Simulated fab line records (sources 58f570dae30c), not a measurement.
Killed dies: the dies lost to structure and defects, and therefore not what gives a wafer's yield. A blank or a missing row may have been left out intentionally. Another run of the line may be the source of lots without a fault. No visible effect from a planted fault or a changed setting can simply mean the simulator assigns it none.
Which of the tools did it?	flow berkeley cmos170	Sampling: 13 lots, 39 wafers, 6 of 331 route steps

WHAT THE GAUGES SHOWED, per wafer
UCB170_V1_CD_MEAS_90: target cd 700 nm. Usual: cd nm at 699.6 nm, with a standard deviation of 1.4.
lot	measured	on	cd nm (nm)	flag
L891	day 8 06:59	cd sem-01	697.0 697.9 698.4	
L892	day 8 21:34	cd sem-02	698.7 698.4 697.4	
L894	day 9 09:04	cd sem-01	700.8 699.9 700.3	
L895	day 9 16:05	cd sem-02	699.9 698.3 699.2	
L898	day 10 00:11	cd sem-02	698.4 697.5 698.9	
L899	day 10 01:53	cd sem-02	700.6 697.9 702.6	
L900	day 10 15:43	cd sem-02	696.6 696.1 699.3	
L909	day 12 17:35	cd sem-01	699.8 699.8 698.9	
L908	day 12 19:31	cd sem-01	699.8 706.9 698.9	
L910	day 13 11:11	cd sem-01	698.1 697.6 697.2	
L911	day 13 12:40	cd sem-02	698.3 699.0 699.2	
L914	day 14 03:14	cd sem-02	698.7 699.0 698.5	
L913	day 14 04:35	cd sem-01	701.7 700.5 702.0	

UCB170_V2_THK_MEAS_04. Usual: for V2_POLISHED_THK the level is 1000.0 nm and the standard deviation is 1.1.
lot	measured	on	V2_POLISHED_THK (nm)	flag
L891	day 8 10:55	film metro-03	1001.9 1000.6 1001.1	
L892	day 9 00:56	film metro-03	1001.3 1002.0 1001.6	
L894	day 9 12:40	film metro-01	1001.1 1000.3 999.7	
L895	day 9 19:52	film metro-01	998.7 997.6 999.3	
L898	day 10 03:56	film metro-01	1002.9 1000.8 1000.1	
L899	day 10 05:20	film metro-04	998.6 998.2 998.7	
L900	day 10 19:01	film metro-03	1000.8 999.8 1000.7	
L909	day 12 21:56	film metro-01	1000.0 999.8 1000.7	
L908	day 13 04:04	film metro-01	1000.5 1001.8 998.2	
L910	day 13 15:12	film metro-04	1000.5 1000.0 1000.3	
L911	day 13 16:13	film metro-03	1000.4 999.6 999.8	
L914	day 14 06:29	film metro-03	998.5 997.9 999.6	
L913	day 14 07:57	film metro-04	998.8 997.6 998.7	

TOOL THAT RAN EACH LOT (tool first, then ch and the chambers of the sampled wafers, then the start)
lot	UCB170_CONTACT_STRIP_06	UCB170_CONTACT_RTA_08	UCB170_V1_ETCH_14	UCB170_V1_STRIP_15
L891	plasma asher-01 ch 0,1, day 7 21:36	rtp anneal-01 ch 0, day 7 21:52	rie diel-04 ch 0,2,3, day 8 06:41	plasma asher-01 ch 0,1, day 8 06:52
L892	plasma asher-02 ch 1, day 8 12:26	rtp anneal-02 ch 0, day 8 12:52	rie diel-01 ch 1,3, day 8 21:16	plasma asher-02 ch 1, day 8 21:27
L894	plasma asher-02 ch 0,1, day 9 01:16	rtp anneal-01 ch 0, day 9 01:33	rie diel-01 ch 1,3, day 9 08:47	plasma asher-02 ch 0,1, day 9 08:58
L895	plasma asher-01 ch 0,1, day 9 07:34	rtp anneal-02 ch 0, day 9 07:59	rie diel-03 ch 1,3, day 9 15:48	plasma asher-02 ch 0,1, day 9 15:59
L898	plasma asher-01 ch 0,1, day 9 16:46	rtp anneal-01 ch 0, day 9 17:04	rie diel-01 ch 0,3, day 9 23:53	plasma asher-01 ch 0, day 10 00:04
L899	plasma asher-02 ch 0,1, day 9 16:58	rtp anneal-02 ch 0, day 9 17:25	rie diel-04 ch 1,2, day 10 01:31	plasma asher-02 ch 0,1, day 10 01:47
L900	plasma asher-02 ch 0,1, day 10 07:28	rtp anneal-01 ch 0, day 10 07:46	rie diel-01 ch 0,1,2, day 10 15:25	plasma asher-01 ch 0,1, day 10 15:36
L909	plasma asher-01 ch 0,1, day 12 10:02	rtp anneal-02 ch 0, day 12 10:17	rie diel-03 ch 0,1,3, day 12 17:16	plasma asher-02 ch 0,1, day 12 17:28
L908	plasma asher-03 ch 0,1, day 12 10:37	rtp anneal-01 ch 0, day 12 10:53	rie diel-04 ch 0,2,3, day 12 19:14	plasma asher-01 ch 0,1, day 12 19:25
L910	plasma asher-01 ch 0,1, day 12 21:14	rtp anneal-02 ch 0, day 13 00:25	rie diel-03 ch 0,1,2, day 13 10:53	plasma asher-04 ch 0,1, day 13 11:04
L911	plasma asher-03 ch 0,1, day 12 21:14	rtp anneal-01 ch 0, day 13 00:25	rie diel-01 ch 1,2,3, day 13 12:23	plasma asher-01 ch 0,1, day 13 12:34
L914	plasma asher-01 ch 0,1, day 13 19:17	rtp anneal-01 ch 0, day 13 19:34	rie diel-01 ch 0,1, day 14 02:56	plasma asher-04 ch 0,1, day 14 03:07
L913	plasma asher-03 ch 0,1, day 13 19:52	rtp anneal-02 ch 0, day 13 20:08	rie diel-04 ch 0,1, day 14 04:17	plasma asher-04 ch 0,1, day 14 04:29
- UCB170_CONTACT_STRIP_06: strips in O2.
- UCB170_CONTACT_RTA_08: time 10 s.
- UCB170_V1_ETCH_14: etches SiO2 in CHF3/CF4/Ar, stops on Al, target depth 1250 nm, time 291 s.
- UCB170_V1_STRIP_15: strips in O2.

WHAT THE TOOLS THEMSELVES READ (means of the sampled wafers that have a number; where no wafer has one, the mark that the record gives instead)
UCB170_CONTACT_STRIP_06. Usual: drypump motor current A 5.5 A, standard deviation 0.46; oes product au 0.735 a.u., standard deviation 0.0048; strip time to endpoint s 21.97 s, standard deviation 0.094.
lot	tool	drypump motor current A (A)	oes product au (a.u.)	strip time to endpoint s (s)	flag
L891	plasma asher-01	5.3	0.738	22.07	
L892	plasma asher-02	5.2	0.734	22.03	
L894	plasma asher-02	5.3	0.737	22.15	
L895	plasma asher-01	5.5	0.732	22.12	
L898	plasma asher-01	5.5	0.736	22.11	
L899	plasma asher-02	5.2	0.733	21.82	
L900	plasma asher-02	5.2	0.738	21.94	
L909	plasma asher-01	5.5	0.738	21.91	
L908	plasma asher-03	5.7	0.737	22.01	
L910	plasma asher-01	5.3	0.736	21.95	
L911	plasma asher-03	5.7	0.733	21.92	
L914	plasma asher-01	5.3	0.733	21.93	
L913	plasma asher-03	6.1	0.733	21.85	

UCB170_CONTACT_RTA_08. Usual: lamp power pct 24 %, standard deviation 3.1; wafer_temp_C_max 904.1, standard deviation 1.5.
lot	tool	lamp power pct (%)	wafer_temp_C_max	flag
L891	rtp anneal-01	27	905.9	
L892	rtp anneal-02	21	903.5	
L894	rtp anneal-01	27	905.0	
L895	rtp anneal-02	21	903.7	
L898	rtp anneal-01	27	905.8	
L899	rtp anneal-02	21	902.9	
L900	rtp anneal-01	27	905.3	
L909	rtp anneal-02	21	902.5	
L908	rtp anneal-01	27	904.9	
L910	rtp anneal-02	21	902.8	
L911	rtp anneal-01	27	905.0	
L914	rtp anneal-01	27	905.5	
L913	rtp anneal-02	21	903.1	

UCB170_V1_ETCH_14. Usual: drypump motor current A 5.93 A, standard deviation 0.26; oes product au 0.874 a.u., standard deviation 0.0092; throttle valve pct 6.94 %, standard deviation 0.12.
lot	tool	drypump motor current A (A)	oes product au (a.u.)	throttle valve pct (%)	flag
L891	rie diel-04	6.12	0.869	6.96	
L892	rie diel-01	5.63	0.871	6.99	
L894	rie diel-01	5.56	0.869	7.05	
L895	rie diel-03	6.15	0.877	6.91	
L898	rie diel-01	5.81	0.874	6.85	
L899	rie diel-04	6.06	0.872	6.91	
L900	rie diel-01	5.80	0.869	6.98	
L909	rie diel-03	6.14	0.874	6.95	
L908	rie diel-04	6.11	0.869	6.95	
L910	rie diel-03	6.15	0.879	6.97	
L911	rie diel-01	5.77	0.878	7.03	
L914	rie diel-01	5.61	0.877	7.01	
L913	rie diel-04	6.03	0.873	6.76	

UCB170_V1_STRIP_15. Usual: drypump motor current A 5.4 A, standard deviation 0.34; oes product au 0.722 a.u., standard deviation 0.0046; strip time to endpoint s 15.30 s, standard deviation 0.1.
lot	tool	drypump motor current A (A)	oes product au (a.u.)	strip time to endpoint s (s)	flag
L891	plasma asher-01	5.5	0.727	15.38	
L892	plasma asher-02	5.2	0.721	15.26	
L894	plasma asher-02	5.3	0.722	15.33	
L895	plasma asher-02	5.3	0.724	15.28	
L898	plasma asher-01	5.2	0.719	15.41	
L899	plasma asher-02	5.3	0.722	15.18	
L900	plasma asher-01	5.3	0.723	15.26	
L909	plasma asher-02	5.3	0.720	15.56	
L908	plasma asher-01	5.5	0.709	13.72	OFF
L910	plasma asher-04	6.0	0.719	15.36	
L911	plasma asher-01	5.5	0.720	15.32	
L914	plasma asher-04	6.0	0.724	15.22	
L913	plasma asher-04	6.0	0.722	15.35	

THE ANSWER, worked out from the rows above alone
Rule: take the mean of a lot's wafers that have a number; if it is more than 3 standard deviations from the usual mean, the lot is off. Also off: a lot with no number at a reading for which 4 or more lots have one. Where the step has rows for the other lots, those lots are counted as sound. First the gauges in route order, then the tools' own readings, where a lot's mean is used as printed above. At the first step where some lot is off, the reading lying furthest off is the one used; lots without a number count as furthest.
Off: L908 (UCB170_V1_STRIP_15, strip time to endpoint s).
If a tool, at that step or one of the process steps before it, ran each lot that is off and ran no sound lot following the first of them, it fits. Not one of the candidates tried fits.

WHAT THE SIMULATOR HAD PUT IN
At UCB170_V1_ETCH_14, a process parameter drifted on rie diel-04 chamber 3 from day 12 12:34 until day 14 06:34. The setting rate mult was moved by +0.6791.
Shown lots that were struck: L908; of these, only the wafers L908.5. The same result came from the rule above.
